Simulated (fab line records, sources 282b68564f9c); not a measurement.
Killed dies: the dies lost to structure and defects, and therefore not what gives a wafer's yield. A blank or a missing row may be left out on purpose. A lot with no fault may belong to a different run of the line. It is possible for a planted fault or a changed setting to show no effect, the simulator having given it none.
fab line records	flow rit-cmos
record lots=13	wafers=39	last-day=7
route steps=202 shown GATE@95 M1@202
lots with no fault: from the same line, run without faults
start-h: start of the lot's first displayed wafer, in hours after the record's first day	wait-h: hours elapsed since this lot's preceding step	" repeats the value in the row above	L1.1+2: several wafers, shown together as one row	- either no value or no given start	* or withheld: withheld	< > ~ a bound
route shown NAME@n: names a module that has steps shown in the file, with the first one's number in the route	usual: mean/standard deviation taken from wafers without a fault	same: alike in all rows	chamber/n: place in a boat	sites: readings site by site	_std_site: how widely they spread, as a standard deviation	_edge_site: inner sites' mean taken away from outer sites' mean	radius-mm: how far each site lies from the wafer's centre	mask NAME#n: copy n	behind: tool/chamber where the wafer was last shaped	hold: why the lot was held/for how many hours/how that ended	device: the transistor (n, p or np) that didn't switch	end of line: the same wafers' tests at the end of the route	a step given without rows: its recipe and nothing more	killed: count of dies lost to structure and defects at first sort (not the wafer's yield)	map: per-die view of a wafer (x killed, . not killed, _ where there is no die)
set.NAME: the setting as run; set.NAME@STEP: as run at that earlier step	model.NAME: the simulator's own value behind a step, which no gauge read
the route's steps for a sample of lots (tables are steps, rows are wafers)
services: a tool's chamber out of use, with start hour (start-h, from the record's first day; less than 0 if before it), hours out, and reason
## steps
# step RIT_GATE_ETCH_19
# recipe chemistry=SF6/CHF3/O2	time-s=165	SF6_flow_sccm=30	CHF3_flow_sccm=30	O2_flow_sccm=5	target=poly-Si	pressure-mtorr=40	rf-w=160	target-depth-a=3125	over-etch-frac=0.25	stop-on=SiO2
# usual SF6_flow_sccm=30.00/0.092	chamber-pressure-mTorr=40.00/0.033	drypump-motor-current-A=5.8/0.34	oes-product-au=0.850/0.013	rf-fwd-power-W=159.3/0.49	throttle-valve-pct=10.25/0.13
lot.wafer	tool	chamber	start-h	wait-h	SF6_flow_sccm	chamber-pressure-mTorr	drypump-motor-current-A	oes-product-au	rf-fwd-power-W	rf-hours-counter-h	throttle-valve-pct
L349.1	rie-si-02	3	40.23	0.1	29.95	40.00	5.6	0.841	159.0	2	10.49
L349.4	"	0	"	"	30.05	40.06	5.9	0.856	159.9	131	10.28
L349.6	"	1	"	"	29.98	40.04	6.0	0.850	158.8	-	10.04
L350.2	rie-si-01	3	46.48	0.1	29.89	40.00	5.0	0.846	160.1	100	10.31
L350.4	"	0	"	"	29.93	40.03	6.0	0.855	159.9	0	10.30
L350.6	"	1	"	"	29.98	40.02	6.3	0.844	158.7	-	10.23
L351.1	rie-si-02	0	53.91	0.1	30.11	40.02	5.9	0.866	159.5	131	10.27
L351.3	"	2	"	"	30.02	40.00	5.8	0.835	158.6	114	10.12
L351.4	"	3	"	"	30.06	39.97	5.6	0.846	159.4	2	10.50
L352.1	rie-si-01	3	56.66	0.1	30.20	40.03	5.0	0.843	159.6	100	10.32
L352.4	"	0	"	"	30.08	39.99	5.9	0.856	159.2	0	10.30
L352.6	"	1	"	"	29.97	40.03	6.3	0.820	158.7	-	10.24
L357.2	rie-si-02	3	80.63	0.1	29.94	39.96	5.6	0.845	160.5	2	10.52
L357.3	"	2	"	"	30.11	39.96	5.8	0.850	158.9	114	10.14
L357.4	"	1	"	"	29.98	39.95	6.0	0.855	159.3	39	10.04
L359.1	rie-si-02	0	93.88	0.1	30.03	39.99	5.9	0.872	159.4	131	10.27
L359.2	"	3	"	"	29.90	40.02	5.7	0.844	223.1	2	10.50
L359.4	"	2	"	"	29.86	39.99	5.8	0.840	159.2	114	10.12
L361.1	rie-si-02	0	100.95	0.1	30.03	40.04	5.9	0.863	159.7	131	10.27
L361.2	"	3	"	"	29.90	39.95	5.6	0.840	223.7	2	10.49
L361.3	"	2	"	"	30.06	39.98	5.8	0.843	160.0	114	10.13
L362.1	rie-si-01	0	108.19	0.1	29.88	39.98	6.0	0.859	158.7	1	10.30
L362.3	"	1	"	"	30.08	39.95	6.3	0.821	159.7	33	10.23
L362.5	"	3	"	"	30.13	39.94	5.0	0.838	159.4	-	10.31
L364.1	rie-si-01	1	113.24	0.1	30.02	40.05	6.3	0.828	159.2	34	10.25
L364.2	"	0	"	"	29.95	40.01	5.9	0.867	158.8	1	10.29
L364.4	"	2	"	"	29.83	40.03	5.6	0.830	158.7	136	10.14
L366.2	rie-si-01	1	125.60	0.1	30.03	40.01	6.3	0.827	158.4	34	10.25
L366.3	"	0	"	"	30.04	39.99	6.0	0.858	158.3	1	10.28
L366.6	"	0	"	"	30.07	39.94	5.9	0.866	159.1	-	10.30
L368.3	rie-si-01	2	133.30	0.1	30.26	40.08	5.6	0.834	159.0	136	10.14
L368.4	"	0	"	"	29.97	40.03	5.9	0.855	159.1	1	10.29
L368.6	"	3	"	"	30.03	39.99	5.0	0.845	158.5	-	10.32
L370.1	rie-si-01	2	143.54	0.1	30.05	40.01	5.6	0.850	158.9	136	10.15
L370.5	"	2	"	"	30.06	40.02	5.6	0.845	159.0	-	10.14
L370.6	"	0	"	"	29.95	40.05	5.9	0.868	158.7	-	10.30
L372.1	rie-si-01	0	153.58	0.1	29.94	39.98	5.9	0.864	158.6	1	10.31
L372.2	"	1	"	"	29.98	40.02	6.3	0.829	159.6	34	10.23
L372.6	"	0	"	"	29.86	40.02	6.0	0.863	158.9	-	10.30
# step RIT_M1_PROBE_99
# usual killed_at_M0_to_M3=0.0/0.12	killed-at-contacts=0.1/0.34	killed-at-front-end=7.0/2.9	killed-dies=7.2/2.9	killed-open=3.6/1.9	killed-short=3.5/2.1
# same gross-dies=264	killed_at_M4_up=0	killed-at-back-side=0	killed-at-other=0
lot.wafer	tool	chamber	start-h	wait-h	killed_at_M0_to_M3	killed-at-contacts	killed-at-front-end	killed-dies	killed-open	killed-short
L349.1	prober-02	-	60.77	0.1	0	0	4	4	2	2
L349.4	prober-02	-	60.92	0.2	0	0	13	13	7	6
L349.6	prober-02	-	61.02	0.2	0	0	10	10	3	7
L350.2	prober-01	-	67.48	0.1	0	0	8	8	4	4
L350.4	prober-01	-	67.58	0.2	0	0	9	9	4	5
L350.6	prober-01	-	67.68	0.2	0	0	6	6	5	1
L351.1	prober-02	-	73.78	0.1	0	0	9	9	6	3
L351.3	prober-02	-	73.88	0.2	0	0	7	7	5	2
L351.4	prober-02	-	73.93	0.2	0	0	5	5	3	2
L352.1	prober-01	-	77.00	0.1	0	0	9	9	4	5
L352.4	prober-01	-	77.15	0.2	0	0	9	9	5	3
L352.6	prober-01	-	77.25	0.2	0	0	13	13	5	8
L357.2	prober-01	-	103.70	0.1	0	0	7	7	4	3
L357.3	prober-01	-	103.75	0.2	0	0	10	10	7	3
L357.4	prober-01	-	103.80	0.2	0	0	6	6	3	3
L359.1	prober-02	-	113.99	0.1	0	0	11	11	4	7
L359.2	prober-02	-	114.04	0.1	0	1	8	9	4	5
L359.4	prober-02	-	114.14	0.2	0	0	9	9	5	3
L361.1	prober-01	-	124.21	0.1	0	0	7	7	5	2
L361.2	prober-01	-	124.26	0.1	0	0	4	4	2	2
L361.3	prober-01	-	124.31	0.2	0	0	9	9	5	4
L362.1	prober-02	-	128.71	0.1	0	0	6	6	6	0
L362.3	prober-02	-	128.81	0.2	0	0	6	6	4	2
L362.5	prober-02	-	128.91	0.2	0	0	5	5	4	1
L364.1	prober-02	-	134.22	0.1	0	0	7	7	3	4
L364.2	prober-02	-	134.27	0.1	0	0	5	5	5	0
L364.4	prober-02	-	134.37	0.2	0	0	7	7	2	5
L366.2	prober-02	-	146.60	0.1	0	0	7	7	1	6
L366.3	prober-02	-	146.65	0.2	0	0	4	4	1	3
L366.6	prober-02	-	146.80	0.2	0	0	8	8	3	5
L368.3	prober-02	-	156.12	0.2	0	0	8	8	3	5
L368.4	prober-02	-	156.17	0.2	1	0	8	9	5	4
L368.6	prober-02	-	156.27	0.2	0	0	10	10	5	4
L370.1	prober-02	-	164.37	0.1	0	0	1	1	0	1
L370.5	prober-02	-	164.57	0.2	0	0	6	6	2	4
L370.6	prober-02	-	164.62	0.2	0	1	3	4	2	2
L372.1	prober-02	-	175.68	0.1	0	1	14	15	7	8
L372.2	prober-02	-	175.73	0.1	0	0	12	12	5	7
L372.6	prober-02	-	175.93	0.2	0	0	10	10	3	7
# killed by level:class
L349.1 ACTIVE:geometric-particle:short=1 REOX:geometric-particle:short=1 REOX:geometric-particle:open=1 SPACER:geometric-particle:open=1
L349.4 GATE:geometric-particle:short=4 GATE:geometric-particle:open=3 FOX2:geometric-particle:open=2 FOX1:geometric-particle:open=1 FOX1:geometric-particle:short=1 REOX:geometric-particle:open=1 SILICIDE:geometric-particle:short=1
L349.6 GATE:geometric-particle:short=4 REOX:geometric-particle:open=3 FOX1:geometric-particle:short=1 FOX2:geometric-particle:short=1 REOX:geometric-particle:short=1
L350.2 GATE:geometric-particle:open=3 GATE:geometric-particle:short=3 REOX:geometric-particle:open=1 SILICIDE:geometric-particle:short=1
L350.4 REOX:geometric-particle:open=3 FOX1:geometric-particle:short=2 REOX:geometric-particle:short=2 GATE:geometric-particle:short=1 GATE:geometric-particle:open=1
L350.6 FOX1:geometric-particle:open=2 GATE:geometric-particle:open=2 FOX2:geometric-particle:open=1 FOX2:geometric-particle:short=1
L351.1 GATE:geometric-particle:open=3 SILICIDE:geometric-particle:open=2 FOX1:geometric-particle:short=1 FOX2:geometric-particle:open=1 GATE:geometric-particle:short=1 SPACER:geometric-particle:short=1
L351.3 GATE:geometric-particle:open=4 GATE:geometric-particle:short=1 SPACER:geometric-particle:open=1 SILICIDE:geometric-particle:short=1
L351.4 FOX1:geometric-particle:open=2 GATE:geometric-particle:short=2 REOX:geometric-particle:open=1
L352.1 SPACER:geometric-particle:open=2 SILICIDE:geometric-particle:short=2 FOX1:geometric-particle:short=1 FOX2:geometric-particle:open=1 GATE:geometric-particle:short=1 SPACER:geometric-particle:short=1 SILICIDE:geometric-particle:open=1
L352.4 GATE:geometric-particle:open=2 FOX1:geometric-particle:short=1 FOX2:geometric-particle:open=1 FOX2:geometric-particle:short=1 GATE:geometric-particle:short=1 SPACER:geometric-particle:open=1 SILICIDE:geometric-particle:open=1 PLDD:coat-microbubble-printed=1
L352.6 SPACER:geometric-particle:short=4 SILICIDE:geometric-particle:short=4 SILICIDE:geometric-particle:open=2 FOX1:geometric-particle:open=1 REOX:geometric-particle:open=1 SPACER:geometric-particle:open=1
L357.2 GATE:geometric-particle:open=4 FOX1:geometric-particle:short=2 SILICIDE:geometric-particle:short=1
L357.3 FOX1:geometric-particle:open=2 FOX1:geometric-particle:short=2 GATE:geometric-particle:open=2 SILICIDE:geometric-particle:open=2 REOX:geometric-particle:open=1 SILICIDE:geometric-particle:short=1
L357.4 SPACER:geometric-particle:open=3 SILICIDE:geometric-particle:short=2 SPACER:geometric-particle:short=1
L359.1 GATE:geometric-particle:short=3 FOX1:geometric-particle:short=2 GATE:geometric-particle:open=2 FOX1:geometric-particle:open=1 FOX2:geometric-particle:short=1 SPACER:geometric-particle:open=1 SPACER:geometric-particle:short=1
L359.2 GATE:geometric-particle:short=3 GATE:geometric-particle:open=2 FOX1:geometric-particle:open=1 SPACER:geometric-particle:open=1 SILICIDE:geometric-particle:short=1 CONTACT:geometric-particle:short=1
L359.4 FOX1:geometric-particle:open=3 FOX2:geometric-particle:open=2 FOX1:geometric-particle:short=1 GATE:geometric-particle:short=1 SILICIDE:geometric-particle:short=1 NWELL:coat-microbubble-printed=1
L361.1 FOX1:geometric-particle:open=3 FOX1:geometric-particle:short=1 REOX:geometric-particle:open=1 REOX:geometric-particle:short=1 SPACER:geometric-particle:open=1
L361.2 GATE:geometric-particle:short=2 SPACER:geometric-particle:open=2
L361.3 GATE:geometric-particle:open=3 GATE:geometric-particle:short=3 FOX1:geometric-particle:short=1 REOX:geometric-particle:open=1 SPACER:geometric-particle:open=1
L362.1 GATE:geometric-particle:open=5 SILICIDE:geometric-particle:open=1
L362.3 SPACER:geometric-particle:open=2 GATE:geometric-particle:open=1 GATE:geometric-particle:short=1 SILICIDE:geometric-particle:short=1 SILICIDE:geometric-particle:open=1
L362.5 GATE:geometric-particle:open=2 SILICIDE:geometric-particle:open=2 SPACER:geometric-particle:short=1
L364.1 GATE:geometric-particle:open=2 GATE:geometric-particle:short=1 REOX:geometric-particle:short=1 REOX:geometric-particle:open=1 SPACER:geometric-particle:short=1 SILICIDE:geometric-particle:short=1
L364.2 GATE:geometric-particle:open=2 SILICIDE:geometric-particle:open=2 SPACER:geometric-particle:open=1
L364.4 GATE:geometric-particle:short=2 SILICIDE:geometric-particle:short=2 FOX1:geometric-particle:short=1 REOX:geometric-particle:open=1 SILICIDE:geometric-particle:open=1
L366.2 SPACER:geometric-particle:short=3 REOX:geometric-particle:short=2 SPACER:geometric-particle:open=1 SILICIDE:geometric-particle:short=1
L366.3 FOX2:geometric-particle:short=1 REOX:geometric-particle:short=1 SPACER:geometric-particle:short=1 SILICIDE:geometric-particle:open=1
L366.6 GATE:geometric-particle:short=5 GATE:geometric-particle:open=2 SPACER:geometric-particle:open=1
L368.3 GATE:geometric-particle:short=3 FOX1:geometric-particle:open=1 REOX:geometric-particle:short=1 REOX:geometric-particle:open=1 SPACER:geometric-particle:open=1 SILICIDE:geometric-particle:short=1
L368.4 GATE:geometric-particle:open=2 SILICIDE:geometric-particle:short=2 FOX1:geometric-particle:open=1 FOX2:geometric-particle:open=1 REOX:geometric-particle:short=1 SILICIDE:geometric-particle:open=1 M1:geometric-particle:short=1
L368.6 GATE:geometric-particle:short=3 GATE:geometric-particle:open=2 REOX:geometric-particle:open=1 SPACER:geometric-particle:short=1 SPACER:geometric-particle:open=1 SILICIDE:geometric-particle:open=1 PRETRO:coat-microbubble-printed=1
L370.1 GATE:geometric-particle:short=1
L370.5 GATE:geometric-particle:short=2 SILICIDE:geometric-particle:short=1 GATE:geometric-particle:open=1 REOX:geometric-particle:short=1 SPACER:geometric-particle:open=1
L370.6 FOX1:geometric-particle:open=1 REOX:geometric-particle:short=1 SILICIDE:geometric-particle:open=1 CONTACT:geometric-particle:short=1
L372.1 FOX2:geometric-particle:short=4 GATE:geometric-particle:short=2 GATE:geometric-particle:open=2 SPACER:geometric-particle:open=2 FOX1:geometric-particle:short=1 FOX1:geometric-particle:open=1 REOX:geometric-particle:short=1 SILICIDE:geometric-particle:open=1
L372.2 SPACER:geometric-particle:short=3 FOX1:geometric-particle:open=2 REOX:geometric-particle:short=2 SPACER:geometric-particle:open=2 FOX2:geometric-particle:open=1 FOX2:geometric-particle:short=1 GATE:geometric-particle:short=1
L372.6 FOX2:geometric-particle:short=2 FOX1:geometric-particle:open=1 FOX1:geometric-particle:short=1 GATE:geometric-particle:short=1 REOX:geometric-particle:short=1 SPACER:geometric-particle:short=1 SPACER:geometric-particle:open=1 SILICIDE:geometric-particle:short=1
## services
tool	chamber	start-h	hours	kind
rie-si-02	-	19.94	0.2	repair
rie-si-01	1	93.98	13.3	repair
rie-si-01	3	139.90	6.4	repair
## key
first-sign step=RIT_GATE_ETCH_19	reading=rf-fwd-power-W	direction=up	sigmas=99+	usual=159.3	struck=223.4
effect none on later readings
met-at RIT_GATE_ETCH_19
struck-lots L359,L361
struck-wafers L359.2,L361.2
tester-left-out L359,L361
onset-between 80.63 93.88
fault kind=process-parameter-drift	tool=rie-si-02	chamber=3	onset-h=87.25	steps=RIT_GATE_ETCH_19	channel=rf-w	offset=64	shape=step	end-h=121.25	stated=160
# tester-left-out: of these lots the tester's yield and bins aren't shown, on N5 and GAA mostly nor the transistor test; their killed dies are dies lost to structure and defects alone, not to doping, threshold or leakage, so they don't give the yield
